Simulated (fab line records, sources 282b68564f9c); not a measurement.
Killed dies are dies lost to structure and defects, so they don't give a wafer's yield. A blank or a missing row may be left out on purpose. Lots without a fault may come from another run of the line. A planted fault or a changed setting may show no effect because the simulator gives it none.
fab line records | flow rit_cmos
record lots=13 wafers=39 last_day=7
route steps=202 shown NRETRO@63 GATE@81 REOX@102 M1@202
lots that met no fault: from a run of the same line without faults
start_h: hours from the record's first day to the start of the lot's first wafer shown | wait_h: hours since the lot's step before | " the same as in the row above | L1.1+2: a row that stands for several wafers | - no value, or no start given | * or withheld: withheld | < > ~ a bound
route shown NAME@n: a module of which the file shows steps, and the number in the route of the first | usual: mean/standard deviation of fault-free wafers | same: alike in all rows | chamber/n: place in a boat | sites: the reading at each site | _std_site: their standard deviation | _edge_site: outer sites' mean less inner sites' | radius_mm: how far each site lies from the wafer's centre | mask NAME#n: copy n | behind: the tool/chamber that last shaped the wafer | hold: why the lot was held/for how many hours/how that ended | device: the transistor (n, p or np) that didn't switch | end of line: the same wafers' tests at the end of the route | a step without rows: its recipe alone | killed: dies lost to structure and defects at the first sort, not the wafer's yield | map: a wafer's dies, x killed, . not, _ none there
set.NAME: the setting as run; set.NAME@STEP: as run at that earlier step | model.NAME: the simulator's own value behind a step, which no gauge read
steps of the route over a sample of lots; a table a step, a row a wafer
services: from which hour (start_h, from the record's first day; less than 0 if before it) a tool's chamber was out of use, for how many hours, and why
## steps
# step RIT_NRETRO_TW_MEAS_10
# usual NRETRO_TW=1051/15
# columns lot.wafer tool chamber start_h wait_h NRETRO_TW
L756.2 film_metro-03 - 36.60 0.1 1046
L756.4 " - " " 1045
L756.6 " - " " 1044
L757.1 film_metro-02 - 45.49 0.1 1069
L757.2 " - " " 1066
L757.4 " - " " 1067
L758.3 film_metro-04 - 45.67 0.1 1037
L758.4 " - " " 1041
L758.5 " - " " 1046
L761.1 film_metro-04 - 60.79 0.1 1040
L761.4 " - " " 1041
L761.5 " - " " 1040
L762.1 film_metro-02 - 64.88 0.1 1062
L762.4 " - " " 1061
L762.6 " - " " 1066
L764.2 film_metro-03 - 74.81 0.1 1045
L764.5 " - " " 1035
L764.6 " - " " 1040
L765.1 film_metro-04 - 80.49 0.1 1042
L765.2 " - " " 1037
L765.6 " - " " 1042
L766.1 film_metro-03 - 85.15 0.1 1043
L766.5 " - " " 1042
L766.6 " - " " 1040
L768.1 film_metro-02 - 94.43 0.1 1074
L768.3 " - " " 1079
L768.6 " - " " 1074
L771.2 film_metro-03 - 110.29 0.1 1048
L771.5 " - " " 1040
L771.6 " - " " 1046
L773.1 film_metro-04 - 119.59 0.1 1038
L773.3 " - " " 1037
L773.5 " - " " 1042
L776.1 film_metro-04 - 134.94 0.1 1034
L776.4 " - " " 1040
L776.6 " - " " 1040
L778.1 film_metro-02 - 144.86 0.1 1068
L778.2 " - " " 1068
L778.5 " - " " 1075
# step RIT_GATE_OXIDATION_05
# recipe temp_c=900 ambient=O2 target_thk_a=30 ox_time_s=270
# usual tube_center_temp_C_max=902.2/0.34 zone_power_source_pct=25/4.1
# columns lot.wafer tool chamber start_h wait_h tube_center_temp_C_max zone_power_source_pct
L756.2 furnace-02 0 39.04 0.0 902.2 25
L756.4 " 0 " " 902.2 25
L756.6 " 0 " " 902.3 25
L757.1 furnace-02 0 47.81 0.1 902.4 25
L757.2 " 0 " " 902.7 25
L757.4 " 0 " " 902.4 25
L758.3 furnace-04 0 48.38 0.0 902.0 32
L758.4 " 0 " " 902.3 32
L758.5 " 0 " " 901.8 32
L761.1 furnace-02 0 63.02 0.1 902.2 25
L761.4 " 0 " " 902.2 25
L761.5 " 0 " " 903.1 25
L762.1 furnace-01 0 66.99 0.1 902.2 21
L762.4 " 0 " " 902.4 21
L762.6 " 0 " " 902.0 21
L764.2 furnace-01 0 77.14 0.0 902.2 20
L764.5 " 0 " " 902.2 21
L764.6 " 0 " " 902.3 21
L765.1 furnace-01 0 83.30 0.6 901.8 21
L765.2 " 0 " " 902.6 21
L765.6 " 0 " " 902.0 21
L766.1 furnace-01 0 87.39 0.1 902.3 21
L766.5 " 0 " " 902.4 21
L766.6 " 0 " " 902.7 21
L768.1 furnace-01 0 97.05 0.5 902.4 21
L768.3 " 0 " " 902.6 20
L768.6 " 0 " " 902.1 21
L771.2 furnace-01 0 112.56 0.0 902.3 21
L771.5 " 0 " " 902.0 21
L771.6 " 0 " " 902.9 21
L773.1 furnace-02 0 121.80 0.1 901.9 25
L773.3 " 0 " " 903.1 25
L773.5 " 0 " " 901.8 25
L776.1 furnace-01 0 137.16 0.1 901.7 21
L776.4 " 0 " " 902.0 21
L776.6 " 0 " " 901.6 21
L778.1 furnace-04 0 147.07 0.1 902.3 32
L778.2 " 0 " " 902.1 32
L778.5 " 0 " " 901.8 32
# step RIT_GATE_THK_MEAS_07
# recipe reads=SiO2_of_GATE_OXIDATION_05
# usual GATE_OXIDE_THK=3.03/0.066
# columns lot.wafer tool chamber start_h wait_h GATE_OXIDE_THK[nm]
L756.2 film_metro-03 - 40.38 0.0 3.05
L756.4 " - " " 3.00
L756.6 " - " " 3.04
L757.1 film_metro-01 - 49.14 0.0 3.08
L757.2 " - " " 3.03
L757.4 " - " " 3.07
L758.3 film_metro-01 - 49.72 0.0 2.87
L758.4 " - " " 2.92
L758.5 " - " " 2.89
L761.1 film_metro-03 - 64.34 0.0 3.02
L761.4 " - " " 3.10
L761.5 " - " " 3.06
L762.1 film_metro-03 - 68.32 0.0 3.04
L762.4 " - " " 3.06
L762.6 " - " " 3.06
L764.2 film_metro-04 - 78.47 0.0 3.08
L764.5 " - " " 3.14
L764.6 " - " " 3.08
L765.1 film_metro-04 - 84.62 0.0 2.95
L765.2 " - " " 3.05
L765.6 " - " " 3.05
L766.1 film_metro-01 - 88.71 0.0 3.10
L766.5 " - " " 3.09
L766.6 " - " " 3.10
L768.1 film_metro-04 - 98.38 0.0 3.03
L768.3 " - " " 2.97
L768.6 " - " " 3.09
L771.2 film_metro-01 - 113.90 0.0 3.13
L771.5 " - " " 3.15
L771.6 " - " " 3.11
L773.1 film_metro-04 - 123.12 0.0 3.14
L773.3 " - " " 3.15
L773.5 " - " " 3.10
L776.1 film_metro-01 - 138.49 0.0 3.24
L776.4 " - " " 3.24
L776.6 " - " " 3.20
L778.1 film_metro-03 - 148.40 0.0 2.98
L778.2 " - " " 2.98
L778.5 " - " " 2.97
# step RIT_GATE_CD_MEAS_16
# recipe target_cd_nm=150
# usual cd_nm=149.6/2.5
# columns lot.wafer tool chamber start_h wait_h cd_nm
L756.2 cd_sem-01 - 42.98 - 149.1
L756.4 " - " " 144.9
L756.6 " - " " 147.8
L757.1 cd_sem-02 - 51.85 - 149.7
L757.2 " - " " 148.8
L757.4 " - " " 150.0
L758.3 cd_sem-02 - 53.57 - 145.4
L758.4 " - " " 146.8
L758.5 " - " " 145.5
L761.1 cd_sem-01 - 67.16 - 149.2
L761.4 " - " " 151.0
L761.5 " - " " 150.7
L762.1 cd_sem-01 - 71.23 - 150.1
L762.4 " - " " 146.6
L762.6 " - " " 148.8
L764.2 cd_sem-02 - 81.20 - 150.9
L764.5 " - " " 149.3
L764.6 " - " " 147.7
L765.1 cd_sem-01 - 87.21 - 151.4
L765.2 " - " " 148.5
L765.6 " - " " 149.3
L766.1 cd_sem-01 - 91.30 - 148.8
L766.5 " - " " 150.2
L766.6 " - " " 148.7
L768.1 cd_sem-01 - 101.00 - 146.7
L768.3 " - " " 144.9
L768.6 " - " " 145.8
L771.2 cd_sem-02 - 116.62 - 148.7
L771.5 " - " " 149.1
L771.6 " - " " 149.7
L773.1 cd_sem-01 - 125.83 - 152.3
L773.3 " - " " 152.2
L773.5 " - " " 151.5
L776.1 cd_sem-02 - 141.88 - 154.3
L776.4 " - " " 152.6
L776.6 " - " " 155.1
L778.1 cd_sem-01 - 150.98 - 151.2
L778.2 " - " " 152.8
L778.5 " - " " 152.3
# step RIT_REOX_THK_MEAS_04
# recipe reads=SiO2_of_REOX_OXIDATION_03
# usual REOX_OXIDE_THK=25.2/0.58
# columns lot.wafer tool chamber start_h wait_h REOX_OXIDE_THK[nm]
L756.2 film_metro-02 - 46.61 0.0 24.5
L756.4 " - " " 24.6
L756.6 " - " " 24.3
L757.1 film_metro-01 - 55.48 0.0 25.2
L757.2 " - " " 25.7
L757.4 " - " " 25.6
L758.3 film_metro-01 - 57.21 0.0 25.8
L758.4 " - " " 25.4
L758.5 " - " " 25.6
L761.1 film_metro-04 - 70.87 0.0 24.9
L761.4 " - " " 24.9
L761.5 " - " " 25.8
L762.1 film_metro-01 - 74.91 0.0 25.7
L762.4 " - " " 25.4
L762.6 " - " " 25.4
L764.2 film_metro-04 - 85.60 0.0 25.7
L764.5 " - " " 25.4
L764.6 " - " " 25.2
L765.1 film_metro-01 - 91.01 0.0 25.0
L765.2 " - " " 25.0
L765.6 " - " " 25.3
L766.1 film_metro-04 - 94.99 0.0 25.0
L766.5 " - " " 24.8
L766.6 " - " " 24.9
L768.1 film_metro-02 - 104.62 0.0 23.9
L768.3 " - " " 24.0
L768.6 " - " " 24.2
L771.2 film_metro-01 - 120.35 0.0 25.6
L771.5 " - " " 26.0
L771.6 " - " " 25.2
L773.1 film_metro-02 - 130.22 0.0 26.1
L773.3 " - " " 26.1
L773.5 " - " " 26.0
L776.1 film_metro-02 - 145.51 0.0 24.0
L776.4 " - " " 24.2
L776.6 " - " " 24.2
L778.1 film_metro-01 - 154.61 0.0 26.3
L778.2 " - " " 26.4
L778.5 " - " " 26.1
# step RIT_M1_PROBE_99
# usual killed_at_M0_to_M3=0.0/0.083 killed_at_contacts=0.1/0.24 killed_at_front_end=7.1/2.8 killed_dies=7.2/2.8 killed_open=3.6/2.1 killed_short=3.6/1.9
# same gross_dies=264 killed_at_M4_up=0 killed_at_back_side=0 killed_at_other=0
# columns lot.wafer tool chamber start_h wait_h killed_at_M0_to_M3 killed_at_contacts killed_at_front_end killed_dies killed_open killed_short
L762.1 prober-02 - 91.06 0.1 0 0 9 9 3 6
L762.4 prober-02 - 91.21 0.2 0 0 5 5 3 2
L762.6 prober-02 - 91.31 0.2 0 1 7 8 5 3
L764.2 prober-02 - 102.15 0.1 0 0 3 3 1 2
L764.5 prober-02 - 102.30 0.2 0 0 5 5 0 5
L764.6 prober-02 - 102.35 0.2 0 0 7 7 4 3
L766.1 prober-01 - 111.43 0.1 0 0 6 6 3 3
L766.5 prober-01 - 111.63 0.2 0 0 4 4 1 3
L766.6 prober-01 - 111.68 0.2 0 0 5 5 2 3
L768.1 prober-01 - 121.32 0.1 0 1 12 13 5 8
L768.3 prober-01 - 121.42 0.2 0 0 8 8 4 4
L768.6 prober-01 - 121.57 0.2 0 0 8 8 3 5
L771.2 prober-02 - 138.07 0.1 0 0 7 7 3 4
L771.5 prober-02 - 138.22 0.2 0 0 5 5 2 3
L771.6 prober-02 - 138.27 0.2 0 0 12 12 7 5
# killed by level:class
L762.1 SPACER:geometric_particle:short=3 FOX1:geometric_particle:short=2 GATE:geometric_particle:open=1 SPACER:geometric_particle:open=1 SILICIDE:geometric_particle:open=1 SILICIDE:geometric_particle:short=1
L762.4 GATE:geometric_particle:short=2 FOX1:geometric_particle:open=1 GATE:geometric_particle:open=1 SPACER:geometric_particle:open=1
L762.6 FOX1:geometric_particle:short=2 SILICIDE:geometric_particle:open=2 FOX1:geometric_particle:open=1 GATE:geometric_particle:open=1 SPACER:geometric_particle:short=1 CONTACT:geometric_particle:open=1
L764.2 FOX1:geometric_particle:open=1 FOX1:geometric_particle:short=1 GATE:geometric_particle:short=1
L764.5 GATE:geometric_particle:short=2 FOX1:geometric_particle:short=1 SPACER:geometric_particle:short=1 SILICIDE:geometric_particle:short=1
L764.6 GATE:geometric_particle:short=2 SILICIDE:geometric_particle:open=2 GATE:geometric_particle:open=1 SPACER:geometric_particle:open=1 SPACER:geometric_particle:short=1
L766.1 FOX1:geometric_particle:open=2 FOX1:geometric_particle:short=2 GATE:geometric_particle:short=1 SPACER:geometric_particle:open=1
L766.5 FOX1:geometric_particle:short=1 REOX:geometric_particle:short=1 SPACER:geometric_particle:open=1 SILICIDE:geometric_particle:short=1
L766.6 GATE:geometric_particle:short=3 FOX1:geometric_particle:open=2
L768.1 GATE:geometric_particle:short=6 GATE:geometric_particle:open=2 FOX1:geometric_particle:short=1 FOX1:geometric_particle:open=1 SPACER:geometric_particle:short=1 SPACER:geometric_particle:open=1 CONTACT:geometric_particle:open=1
L768.3 FOX1:geometric_particle:short=2 REOX:geometric_particle:open=2 FOX1:geometric_particle:open=1 GATE:geometric_particle:short=1 GATE:geometric_particle:open=1 SPACER:geometric_particle:short=1
L768.6 GATE:geometric_particle:short=3 FOX1:geometric_particle:short=2 REOX:geometric_particle:open=2 GATE:geometric_particle:open=1
L771.2 SPACER:geometric_particle:open=2 SILICIDE:geometric_particle:short=2 FOX2:geometric_particle:short=1 GATE:geometric_particle:open=1 SPACER:geometric_particle:short=1
L771.5 GATE:geometric_particle:open=1 GATE:geometric_particle:short=1 REOX:geometric_particle:short=1 REOX:geometric_particle:open=1 SILICIDE:geometric_particle:short=1
L771.6 GATE:geometric_particle:open=3 SPACER:geometric_particle:short=3 SPACER:geometric_particle:open=3 GATE:geometric_particle:short=1 SILICIDE:geometric_particle:short=1 SILICIDE:geometric_particle:open=1
## services
# columns tool chamber start_h hours kind
furnace-01 - 23.50 4.1 pm
furnace-01 - 32.05 13.9 pm
## key
first_sign step=RIT_GATE_THK_MEAS_07 reading=GATE_OXIDE_THK direction=up sigmas=3 usual=3.03 struck=3.23
effect none on later readings
met_at RIT_GATE_OXIDATION_05
struck_lots L776
tester_left_out L776
not_acting_at RIT_NRETRO_TW_MEAS_10,RIT_GATE_CD_MEAS_16,RIT_REOX_THK_MEAS_04
onset_between 112.56 137.16
fault kind=process_parameter_drift tool=furnace-01 chamber=- onset_h=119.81 steps=RIT_GATE_OXIDATION_05 channel=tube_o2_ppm offset=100 shape=step end_h=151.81
# tester_left_out: of these lots the tester's yield and bins aren't shown, on N5 and GAA mostly nor the transistor test; their killed dies are dies lost to structure and defects alone, not to doping, threshold or leakage, so they don't give the yield
